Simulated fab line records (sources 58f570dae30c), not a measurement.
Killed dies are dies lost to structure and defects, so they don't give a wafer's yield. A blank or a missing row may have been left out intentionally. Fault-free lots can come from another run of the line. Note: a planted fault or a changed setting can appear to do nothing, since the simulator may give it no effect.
Which tool did it? ; flow berkeleyCmos170 ; 7 lots (21 wafers sampled), 1 step of a 331-step route

WHAT THE GAUGES SHOWED, per wafer
UCB170_PWELL_THK_MEAS_03.
lot;measured;on;PWELL_OXIDE_THK (nm)
L358;day 3 08:14;filmMetro-01;27.2 27.5 26.9
L361;day 4 04:25;filmMetro-01;26.9 27.4 26.8
L365;day 4 20:20;filmMetro-03;26.8 27.0 27.0
L370;day 5 14:50;filmMetro-03;26.6 25.9 26.2
L373;day 6 14:40;filmMetro-03;26.4 26.3 26.3
L377;day 7 02:49;filmMetro-01;26.3 26.5 26.5
L379;day 7 10:43;filmMetro-03;26.0 26.1 25.8

EACH LOT AND THE TOOL THAT RAN IT (in order: tool; ch and the chambers of the sampled wafers; start)
There is no process step in the record ahead of these readings.

THE ANSWER, worked out from the rows above alone
Rule: the usual values come from the lots themselves. Put in order of their means at a reading, lots are off if they are a third of the lots or fewer, leave a main group of 4 or more, and stand apart from it by a gap of 3 or more times the standard deviation of the main group's means; of several such gaps the widest counts. Not used: any main group whose means are identical at the precision the tables above print for the reading. Also off: a lot with no number at a reading for which 4 or more lots have one. The other lots that the step has rows for count as sound.
Nothing can be told from this: no lot is off at any reading shown.

WHAT HAD BEEN PUT IN BY THE SIMULATOR
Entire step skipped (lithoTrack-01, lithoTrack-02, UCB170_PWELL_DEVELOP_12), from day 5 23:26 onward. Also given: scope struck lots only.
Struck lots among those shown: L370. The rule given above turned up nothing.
